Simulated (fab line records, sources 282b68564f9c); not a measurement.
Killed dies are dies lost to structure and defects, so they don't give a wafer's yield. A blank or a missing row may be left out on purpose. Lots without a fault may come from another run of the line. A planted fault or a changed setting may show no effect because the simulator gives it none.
A struck lot beside a sound one | flow rit_cmos | 15 steps out of a route of 202
Sound: wafers L518.1, L518.2, L518.3. Struck: wafers L512.3, L512.4, L512.6. The cause comes at the end.
At each step with rows: each side's tool, then ch and its chambers, then its first start. Under that, the readings that differ: sound wafers | struck wafers | difference of the means | sigmas: that difference in standard deviations of wafers without a fault.
alike: readings whose means differ by less than 2 such deviations, and words and numbers that are the same on both sides. not compared: withheld readings, readings that some wafer has no value for, bounds like >300 that may hide the same value, and numbers for which the record gives no deviation and whose values overlap.
The two part at a step that has a row with sigmas, a row that says differs or no value, or rows on one side only. Numbers that don't overlap but have no deviation are shown without sigmas and don't part them. A reading that every wafer of one side lacks parts them only if that side has two wafers or more.

first, 1 step without rows for these wafers: RIT_ACTIVE_OXIDATION_01 (target thk 46.8 nm, ox time 3360 s).
RIT_ACTIVE_THK_MEAS_02:
  sound on film_metro-04, day 5 16:55; struck on film_metro-01, day 4 11:08
  alike: ACTIVE_OXIDE_THK
then, 1 step without rows for these wafers: RIT_ACTIVE_CVD_03 (deposits Si3N4 from SiH2Cl2/NH3, target thk 150 nm, time 1500 s).
RIT_ACTIVE_THK_MEAS_04:
  sound on film_metro-02, day 5 18:23; struck on film_metro-01, day 4 12:37
  alike: ACTIVE_NITRIDE_THK
then, 6 steps without rows for these wafers: RIT_ACTIVE_HMDS_05 (prime time 60 s); RIT_ACTIVE_COAT_06 (resist thk 1000 nm); RIT_ACTIVE_SOFTBAKE_07 (time 60 s); RIT_ACTIVE_EXPOSE_08 (exposes mask M1, target cd 1400 nm); RIT_ACTIVE_PEB_09; RIT_ACTIVE_DEVELOP_10 (develop time 50 s).
RIT_ACTIVE_CD_MEAS_11: target cd 1400 nm.
  sound on cd_sem-02, day 5 19:25; struck on cd_sem-01, day 4 13:33
  alike: cd_nm
then, 1 step without rows for these wafers: RIT_ACTIVE_HARDBAKE_12 (time 60 s).
RIT_ACTIVE_ETCH_13: etches Si3N4 in SF6, stops on SiO2, time 210 s, target depth 210 nm.
  sound on rie_diel-03 ch 1,2,3, day 5 19:41; struck on rie_diel-01 ch 1,2,3, day 4 13:47
  reading                                     | sound             | struck            | difference | sigmas
  rf_fwd_power_W (W)                          | 124.8 124.9 123.9 | 104.0 104.5 104.8 | -20.1      | -50
  model.NOVOLAK_of_ACTIVE_COAT_06.thk_nm (nm) | 659.4 654.2 657.9 | 697.2 691.9 685.3 | +34.3      |
  alike: drypump_motor_current_A, oes_product_au, throttle_valve_pct
  not compared: rf_hours_counter_h, model.SiO2_of_ACTIVE_OXIDATION_01.thk_nm
RIT_ACTIVE_STRIP_14: strips in O2, time 180 s.
  sound on plasma_asher-03 ch 0,1, day 5 19:49; struck on plasma_asher-03 ch 0,1, day 4 13:58
  alike: drypump_motor_current_A
  not compared: rf_hours_counter_h
then, 1 step without rows for these wafers: RIT_M1_PROBE_99.

WHERE THEY PART
Only at RIT_ACTIVE_ETCH_13, within this record. Later steps at which nothing parts them and some readings are alike: RIT_ACTIVE_STRIP_14.

WHY: what the simulator had put in
Process parameter drift: rie_diel-01, from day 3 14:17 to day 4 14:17, at RIT_ACTIVE_ETCH_13. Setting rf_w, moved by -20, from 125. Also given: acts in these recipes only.
